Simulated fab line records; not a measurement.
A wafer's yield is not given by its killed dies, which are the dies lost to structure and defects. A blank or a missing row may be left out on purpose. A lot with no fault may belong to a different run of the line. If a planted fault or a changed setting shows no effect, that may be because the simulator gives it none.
Which tool was responsible? ; flow rit-cmos ; 13 lots, 39 wafers sampled, at 5 steps of a route of 202

== WHAT THE GAUGES SHOWED, per wafer ==
RIT_ACTIVE_CD_MEAS_90: target cd 1400 nm. Usual: 1400.1 nm for cd-nm, sd 2.6.
lot;measured;on;cd-nm (nm);flag
L938;day 1 15:10;cd-sem-02;1400.7 1401.0 1400.4;
L939;day 1 21:36;cd-sem-01;1398.0 1402.0 1400.9;
L940;day 2 02:57;cd-sem-02;1400.8 1400.3 1399.2;
L941;day 2 06:04;cd-sem-02;1399.3 1398.2 1397.9;
L943;day 2 18:02;cd-sem-02;1404.3 1403.9 1400.8;
L944;day 2 22:28;cd-sem-01;1401.4 1402.0 1400.2;
L947;day 3 12:49;cd-sem-02;1400.4 1401.1 1401.3;
L948;day 3 19:02;cd-sem-02;1396.7 1400.0 1398.8;
L950;day 4 04:01;cd-sem-02;1397.4 1397.5 1396.3;
L955;day 5 04:04;cd-sem-01;1402.4 1402.0 1400.5;
L956;day 5 09:13;cd-sem-01;1399.8 1400.0 1402.1;
L957;day 5 16:58;cd-sem-02;1404.2 1403.9 1403.8;
L958;day 5 20:16;cd-sem-02;1400.8 1398.4 1399.2;

RIT_PWELL_OVL_MEAS_06. Usual: PWELL_OVL typically reads 0.2 nm, with standard deviation 1.7.
lot;measured;on;PWELL_OVL (nm);flag
L938;day 1 23:31;overlay-02;-1.5 -3.2 -0.8;
L939;day 2 04:30;overlay-01;3.2 1.7 1.3;
L940;day 2 09:46;overlay-01;3.8 2.8 0.5;
L941;day 2 16:05;overlay-01;-1.7 1.1 -2.0;
L943;day 3 05:58;overlay-01;2.4 1.2 1.7;
L944;day 3 06:28;overlay-01;-0.3 1.0 1.1;
L947;day 3 20:52;overlay-01;-0.4 0.2 -0.2;
L948;day 4 02:27;overlay-01;2.0 0.3 2.2;
L950;day 4 11:14;overlay-02;-1.7 0.1 -1.4;
L955;day 5 12:25;overlay-01;1.7 0.0 1.0;
L956;day 5 18:42;overlay-01;-0.8 -0.1 1.0;
L957;day 6 00:07;overlay-02;0.2 -0.9 -1.0;
L958;day 6 05:01;overlay-02;0.1 -0.5 -1.1;

RIT_WELLDRIVE_RS_MEAS_01: measures by four-point-probe. Usual: NWELL_RS typically reads 275.6 ohm/sq, with standard deviation 1.
lot;measured;on;NWELL_RS (ohm/sq);flag
L938;day 2 05:17;film-metro-04;275.0 274.6 275.0;
L939;day 2 10:20;film-metro-04;274.8 273.5 274.7;
L940;day 2 17:26;film-metro-04;275.9 275.7 275.8;
L941;day 2 23:52;film-metro-01;275.0 274.4 274.9;
L943;day 3 11:43;film-metro-01;275.5 274.6 274.7;
L944;day 3 14:08;film-metro-04;276.3 275.1 274.9;
L947;day 4 04:02;film-metro-02;273.9 274.0 273.9;
L948;day 4 08:48;film-metro-01;274.8 275.5 275.6;
L950;day 4 17:37;film-metro-01;274.2 274.9 275.4;
L955;day 5 18:10;film-metro-02;275.2 275.1 274.8;
L956;day 6 00:27;film-metro-02;274.6 275.1 275.1;
L957;day 6 06:15;film-metro-02;274.1 273.7 274.2;
L958;day 6 11:36;film-metro-01;276.6 276.4 277.8;

RIT_GATE_CD_MEAS_16: target cd 150 nm. Usual: 149.8 nm for cd-nm, sd 2.4.
lot;measured;on;cd-nm (nm);flag
L938;day 2 15:45;cd-sem-02;146.9 146.8 148.4;
L939;day 3 00:52;cd-sem-02;147.5 150.3 145.9;
L940;day 3 05:25;cd-sem-01;147.9 147.5 147.6;
L941;day 3 08:49;cd-sem-02;152.1 152.9 152.3;
L943;day 3 19:52;cd-sem-02;144.5 146.1 146.8;
L944;day 3 23:52;cd-sem-02;148.4 149.0 146.5;
L947;day 4 13:42;cd-sem-02;138.0 136.0 135.6;OFF
L948;day 4 17:02;cd-sem-01;151.6 151.5 151.0;
L950;day 5 01:28;cd-sem-01;149.6 150.9 152.9;
L955;day 6 03:53;cd-sem-01;145.4 147.0 147.3;
L956;day 6 09:16;cd-sem-02;149.1 148.9 147.5;
L957;day 6 16:36;cd-sem-01;147.0 149.8 150.3;
L958;day 6 19:55;cd-sem-02;151.7 150.4 153.5;

== WHAT TOOL EACH LOT RAN ON (gives the tool, then ch and the chambers of the sampled wafers, and finally the start) ==
lot;RIT_GATE_EXPOSE_13
L938;iline-stepper-02 ch 0, day 2 15:21
L939;iline-stepper-01 ch 0, day 3 00:28
L940;iline-stepper-01 ch 0, day 3 05:01
L941;iline-stepper-01 ch 0, day 3 08:25
L943;iline-stepper-01 ch 0, day 3 19:28
L944;iline-stepper-01 ch 0, day 3 23:28
L947;iline-stepper-01 ch 0, day 4 13:17
L948;iline-stepper-02 ch 0, day 4 16:38
L950;iline-stepper-01 ch 0, day 5 01:04
L955;iline-stepper-02 ch 0, day 6 03:29
L956;iline-stepper-01 ch 0, day 6 08:52
L957;iline-stepper-01 ch 0, day 6 16:12
L958;iline-stepper-01 ch 0, day 6 19:31
- RIT_GATE_EXPOSE_13: exposes mask M6, target cd 150 nm.

== AS READ BY THE TOOLS THEMSELVES (means over the sampled wafers that have a number; for cases with no such wafer, the mark the record gives instead) ==
RIT_GATE_EXPOSE_13. Usual: stage-vel-mm-s 500.05 mm/s, standard deviation 0.24.
lot;tool;stage-vel-mm-s (mm/s);flag
L938;iline-stepper-02;499.91;
L939;iline-stepper-01;500.01;
L940;iline-stepper-01;499.98;
L941;iline-stepper-01;500.08;
L943;iline-stepper-01;500.34;
L944;iline-stepper-01;499.96;
L947;iline-stepper-01;500.18;
L948;iline-stepper-02;499.89;
L950;iline-stepper-01;499.84;
L955;iline-stepper-02;500.02;
L956;iline-stepper-01;500.04;
L957;iline-stepper-01;500.14;
L958;iline-stepper-01;500.18;

== THE ANSWER, worked out from the rows above alone ==
Rule: a lot counts as off when the mean over its wafers that have a number is more than 3 standard deviations away from the usual mean. Also off: a lot with no number at a reading for which 4 or more lots have one. All remaining lots with rows at the step are treated as sound. After the gauges, taken in route order, come the tools' own readings; for these a lot's mean is taken, as printed above. At the first step where some lot is off, the reading lying furthest off is the one used; lots without a number count as furthest.
Off at RIT_GATE_CD_MEAS_16 (cd-nm): L947.
If a tool, at a process step before that reading, ran all the lots that are off and no sound lot after the first of them, it fits. Gauges at RIT_GATE_CD_MEAS_16: tried the same way as those tools. None of those tried fits.

== WHAT THE SIMULATOR HAD INSERTED ==
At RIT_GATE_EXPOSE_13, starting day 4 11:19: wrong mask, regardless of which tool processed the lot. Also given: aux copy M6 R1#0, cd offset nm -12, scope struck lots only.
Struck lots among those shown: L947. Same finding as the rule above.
